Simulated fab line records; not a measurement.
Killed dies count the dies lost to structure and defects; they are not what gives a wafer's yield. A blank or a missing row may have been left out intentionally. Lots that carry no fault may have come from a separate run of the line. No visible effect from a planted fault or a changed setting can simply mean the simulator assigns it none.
fab line records || flow berkeley-cmos170
[record] {"lots": 16, "wafers": 48, "last-day": 11}
route steps=331 shown GATE@135
lots untouched by any fault: they come from a run of this same line in which no faults occurred
start-h: the number of hours between the record's first day and the start of the first shown wafer of the lot || wait-h: hours elapsed since this lot's preceding step || " unchanged from the row above || L1.1+2: one row covering several wafers at once || - no value present, or no start provided || * or withheld: withheld || < > ~ a bound
route shown NAME@n: names a module that has steps shown in the file, with the first one's number in the route || usual: mean/standard deviation taken from wafers without a fault || same: alike in all rows || chamber/n: place in a boat || sites: per-site readings || _std_site: standard deviation of those values || _edge_site: inner sites' mean taken away from outer sites' mean || radius-mm: how far each site lies from the wafer's centre || mask NAME#n: copy n || behind: the tool/chamber that last shaped the wafer || hold: why the lot was held/for how many hours/how that ended || device: the n, p or np transistor that did not switch || end of line: the same wafers' tests at the end of the route || a step given without rows: its recipe and nothing more || killed: dies lost to structure and defects at the first sort, not the wafer's yield || map: a wafer's dies, marking killed ones x, the rest . and places with no die _
set.NAME: setting as actually run; set.NAME@STEP: the setting as run at that earlier step || model.NAME: the simulator's own value behind a step, which no gauge read
route steps across a sampled set of lots; one table per step, one row per wafer
services: a tool's chamber out of use, with start hour (start-h, from the record's first day; less than 0 if before it), hours out, and reason
[[steps]]
[step UCB170_GATE_EXPOSE_09]
[recipe] {"mask-id": "POLY", "target-cd-nm": 350, "na": 0.5, "sigma-outer": 0.6, "source-shape": "conventional", "dose-mj": 21}
{"lot.wafer": "L336.3+4+5", "tool": "krf-scanner-02", "chamber": 0, "start-h": 118.93, "wait-h": "-", "mask": "POLY#0"}
{"lot.wafer": "L335.1+2+4", "tool": "krf-scanner-02", "chamber": 0, "start-h": 119.01, "wait-h": "-", "mask": "POLY#0"}
{"lot.wafer": "L338.1+3+6", "tool": "krf-scanner-01", "chamber": 0, "start-h": 125.69, "wait-h": "-", "mask": "POLY#0"}
{"lot.wafer": "L337.1+3+4", "tool": "krf-scanner-02", "chamber": 0, "start-h": 125.93, "wait-h": "-", "mask": "POLY#0"}
{"lot.wafer": "L339.2+5+6", "tool": "krf-scanner-01", "chamber": 0, "start-h": 133.05, "wait-h": "-", "mask": "POLY#0"}
{"lot.wafer": "L340.1+4+6", "tool": "krf-scanner-02", "chamber": 0, "start-h": 133.27, "wait-h": "-", "mask": "POLY#0"}
{"lot.wafer": "L341.1+2+5", "tool": "krf-scanner-01", "chamber": 0, "start-h": 133.51, "wait-h": "-", "mask": "POLY#0"}
{"lot.wafer": "L343.1+3+4", "tool": "krf-scanner-02", "chamber": 0, "start-h": 151.33, "wait-h": "-", "mask": "POLY#0"}
{"lot.wafer": "L342.1+3+4", "tool": "krf-scanner-01", "chamber": 0, "start-h": 151.57, "wait-h": "-", "mask": "POLY#0"}
{"lot.wafer": "L345.1+3+5", "tool": "krf-scanner-01", "chamber": 0, "start-h": 170.17, "wait-h": "-", "mask": "POLY#0"}
{"lot.wafer": "L348.1+2+3", "tool": "krf-scanner-02", "chamber": 0, "start-h": 178.65, "wait-h": "-", "mask": "POLY#0"}
{"lot.wafer": "L347.2+3+6", "tool": "krf-scanner-01", "chamber": 0, "start-h": 178.91, "wait-h": "-", "mask": "POLY#0"}
{"lot.wafer": "L349.2+3+4", "tool": "krf-scanner-01", "chamber": 0, "start-h": 196.94, "wait-h": "-", "mask": "POLY#0"}
{"lot.wafer": "L350.2+4+6", "tool": "krf-scanner-01", "chamber": 0, "start-h": 197.45, "wait-h": "-", "mask": "POLY#0"}
{"lot.wafer": "L352.1+2+4", "tool": "krf-scanner-02", "chamber": 0, "start-h": 202.29, "wait-h": "-", "mask": "POLY#0"}
{"lot.wafer": "L355.1+4+5", "tool": "krf-scanner-02", "chamber": 0, "start-h": 221.18, "wait-h": "-", "mask": "POLY#0"}
[step UCB170_GATE_OVL_MEAS_13]
[usual] {"GATE_OVL": "3/5.7"}
{"lot.wafer": "L336.3", "tool": "overlay-01", "chamber": "-", "start-h": 119.93, "wait-h": 0.1, "GATE_OVL[nm]": 12}
{"lot.wafer": "L336.4", "tool": "overlay-01", "chamber": "-", "start-h": 119.93, "wait-h": 0.1, "GATE_OVL[nm]": 11}
{"lot.wafer": "L336.5", "tool": "overlay-01", "chamber": "-", "start-h": 119.93, "wait-h": 0.1, "GATE_OVL[nm]": 7}
{"lot.wafer": "L335.1", "tool": "overlay-01", "chamber": "-", "start-h": 120.12, "wait-h": 0.1, "GATE_OVL[nm]": -3}
{"lot.wafer": "L335.2", "tool": "overlay-01", "chamber": "-", "start-h": 120.12, "wait-h": 0.1, "GATE_OVL[nm]": -2}
{"lot.wafer": "L335.4", "tool": "overlay-01", "chamber": "-", "start-h": 120.12, "wait-h": 0.1, "GATE_OVL[nm]": 2}
{"lot.wafer": "L338.1", "tool": "overlay-02", "chamber": "-", "start-h": 126.20, "wait-h": 0.1, "GATE_OVL[nm]": -8}
{"lot.wafer": "L338.3", "tool": "overlay-02", "chamber": "-", "start-h": 126.20, "wait-h": 0.1, "GATE_OVL[nm]": -3}
{"lot.wafer": "L338.6", "tool": "overlay-02", "chamber": "-", "start-h": 126.20, "wait-h": 0.1, "GATE_OVL[nm]": -3}
{"lot.wafer": "L337.1", "tool": "overlay-02", "chamber": "-", "start-h": 126.44, "wait-h": 0.1, "GATE_OVL[nm]": 1}
{"lot.wafer": "L337.3", "tool": "overlay-02", "chamber": "-", "start-h": 126.44, "wait-h": 0.1, "GATE_OVL[nm]": 5}
{"lot.wafer": "L337.4", "tool": "overlay-02", "chamber": "-", "start-h": 126.44, "wait-h": 0.1, "GATE_OVL[nm]": 10}
{"lot.wafer": "L339.2", "tool": "overlay-01", "chamber": "-", "start-h": 133.59, "wait-h": 0.1, "GATE_OVL[nm]": -1}
{"lot.wafer": "L339.5", "tool": "overlay-01", "chamber": "-", "start-h": 133.59, "wait-h": 0.1, "GATE_OVL[nm]": 3}
{"lot.wafer": "L339.6", "tool": "overlay-01", "chamber": "-", "start-h": 133.59, "wait-h": 0.1, "GATE_OVL[nm]": -5}
{"lot.wafer": "L340.1", "tool": "overlay-02", "chamber": "-", "start-h": 133.78, "wait-h": 0.1, "GATE_OVL[nm]": 9}
{"lot.wafer": "L340.4", "tool": "overlay-02", "chamber": "-", "start-h": 133.78, "wait-h": 0.1, "GATE_OVL[nm]": 9}
{"lot.wafer": "L340.6", "tool": "overlay-02", "chamber": "-", "start-h": 133.78, "wait-h": 0.1, "GATE_OVL[nm]": 8}
{"lot.wafer": "L341.1", "tool": "overlay-01", "chamber": "-", "start-h": 134.02, "wait-h": 0.1, "GATE_OVL[nm]": -2}
{"lot.wafer": "L341.2", "tool": "overlay-01", "chamber": "-", "start-h": 134.02, "wait-h": 0.1, "GATE_OVL[nm]": -2}
{"lot.wafer": "L341.5", "tool": "overlay-01", "chamber": "-", "start-h": 134.02, "wait-h": 0.1, "GATE_OVL[nm]": -5}
{"lot.wafer": "L343.1", "tool": "overlay-02", "chamber": "-", "start-h": 151.84, "wait-h": 0.1, "GATE_OVL[nm]": 11}
{"lot.wafer": "L343.3", "tool": "overlay-02", "chamber": "-", "start-h": 151.84, "wait-h": 0.1, "GATE_OVL[nm]": 14}
{"lot.wafer": "L343.4", "tool": "overlay-02", "chamber": "-", "start-h": 151.84, "wait-h": 0.1, "GATE_OVL[nm]": 17}
{"lot.wafer": "L342.1", "tool": "overlay-02", "chamber": "-", "start-h": 152.08, "wait-h": 0.1, "GATE_OVL[nm]": 7}
{"lot.wafer": "L342.3", "tool": "overlay-02", "chamber": "-", "start-h": 152.08, "wait-h": 0.1, "GATE_OVL[nm]": 8}
{"lot.wafer": "L342.4", "tool": "overlay-02", "chamber": "-", "start-h": 152.08, "wait-h": 0.1, "GATE_OVL[nm]": 8}
{"lot.wafer": "L345.1", "tool": "overlay-01", "chamber": "-", "start-h": 170.68, "wait-h": 0.1, "GATE_OVL[nm]": -133}
{"lot.wafer": "L345.3", "tool": "overlay-01", "chamber": "-", "start-h": 170.68, "wait-h": 0.1, "GATE_OVL[nm]": -130}
{"lot.wafer": "L345.5", "tool": "overlay-01", "chamber": "-", "start-h": 170.68, "wait-h": 0.1, "GATE_OVL[nm]": -128}
{"lot.wafer": "L348.1", "tool": "overlay-01", "chamber": "-", "start-h": 179.32, "wait-h": 0.1, "GATE_OVL[nm]": 11}
{"lot.wafer": "L348.2", "tool": "overlay-01", "chamber": "-", "start-h": 179.32, "wait-h": 0.1, "GATE_OVL[nm]": 8}
{"lot.wafer": "L348.3", "tool": "overlay-01", "chamber": "-", "start-h": 179.32, "wait-h": 0.1, "GATE_OVL[nm]": 8}
{"lot.wafer": "L347.2", "tool": "overlay-01", "chamber": "-", "start-h": 179.45, "wait-h": 0.1, "GATE_OVL[nm]": -126}
{"lot.wafer": "L347.3", "tool": "overlay-01", "chamber": "-", "start-h": 179.45, "wait-h": 0.1, "GATE_OVL[nm]": -121}
{"lot.wafer": "L347.6", "tool": "overlay-01", "chamber": "-", "start-h": 179.45, "wait-h": 0.1, "GATE_OVL[nm]": -129}
{"lot.wafer": "L349.2", "tool": "overlay-02", "chamber": "-", "start-h": 197.70, "wait-h": 0.1, "GATE_OVL[nm]": -135}
{"lot.wafer": "L349.3", "tool": "overlay-02", "chamber": "-", "start-h": 197.70, "wait-h": 0.1, "GATE_OVL[nm]": -134}
{"lot.wafer": "L349.4", "tool": "overlay-02", "chamber": "-", "start-h": 197.70, "wait-h": 0.1, "GATE_OVL[nm]": -135}
{"lot.wafer": "L350.2", "tool": "overlay-02", "chamber": "-", "start-h": 197.98, "wait-h": 0.1, "GATE_OVL[nm]": -120}
{"lot.wafer": "L350.4", "tool": "overlay-02", "chamber": "-", "start-h": 197.98, "wait-h": 0.1, "GATE_OVL[nm]": -120}
{"lot.wafer": "L350.6", "tool": "overlay-02", "chamber": "-", "start-h": 197.98, "wait-h": 0.1, "GATE_OVL[nm]": -130}
{"lot.wafer": "L352.1", "tool": "overlay-01", "chamber": "-", "start-h": 202.87, "wait-h": 0.1, "GATE_OVL[nm]": 8}
{"lot.wafer": "L352.2", "tool": "overlay-01", "chamber": "-", "start-h": 202.87, "wait-h": 0.1, "GATE_OVL[nm]": -4}
{"lot.wafer": "L352.4", "tool": "overlay-01", "chamber": "-", "start-h": 202.87, "wait-h": 0.1, "GATE_OVL[nm]": 7}
{"lot.wafer": "L355.1", "tool": "overlay-02", "chamber": "-", "start-h": 221.69, "wait-h": 0.1, "GATE_OVL[nm]": 14}
{"lot.wafer": "L355.4", "tool": "overlay-02", "chamber": "-", "start-h": 221.69, "wait-h": 0.1, "GATE_OVL[nm]": 10}
{"lot.wafer": "L355.5", "tool": "overlay-02", "chamber": "-", "start-h": 221.69, "wait-h": 0.1, "GATE_OVL[nm]": 13}
[[services]]
{"tool": "krf-scanner-01", "chamber": "-", "start-h": 141.64, "hours": 1.3, "kind": "pm"}
{"tool": "krf-scanner-02", "chamber": "-", "start-h": 142.94, "hours": 1.3, "kind": "pm"}
{"tool": "krf-scanner-02", "chamber": "-", "start-h": 156.65, "hours": 1.3, "kind": "repair"}
{"tool": "krf-scanner-01", "chamber": "-", "start-h": 158.06, "hours": 4.0, "kind": "pm"}
{"tool": "krf-scanner-02", "chamber": "-", "start-h": 170.65, "hours": 0.9, "kind": "repair"}
{"tool": "krf-scanner-02", "chamber": "-", "start-h": 173.43, "hours": 1.0, "kind": "pm"}
{"tool": "krf-scanner-01", "chamber": "-", "start-h": 216.54, "hours": 1.0, "kind": "pm"}
[[key]]
[first-sign] {"step": "UCB170_GATE_OVL_MEAS_13", "reading": "GATE_OVL", "direction": "down", "sigmas": 23, "usual": 3, "struck": -128}
effect none on later readings
met-at UCB170_GATE_EXPOSE_09
struck-lots L345,L347,L349,L350
tester-left-out L345,L347,L349,L350
onset-between 151.57 170.17
[fault] {"kind": "scanner-matching-overlay", "tool": "krf-scanner-01", "chamber": "-", "onset-h": 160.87, "steps": "UCB170_GATE_EXPOSE_09", "offset": -130}
// tester-left-out: of these lots the tester's yield and bins aren't shown, on N5 and GAA mostly nor the transistor test; their killed dies are dies lost to structure and defects alone, not to doping, threshold or leakage, so they don't give the yield
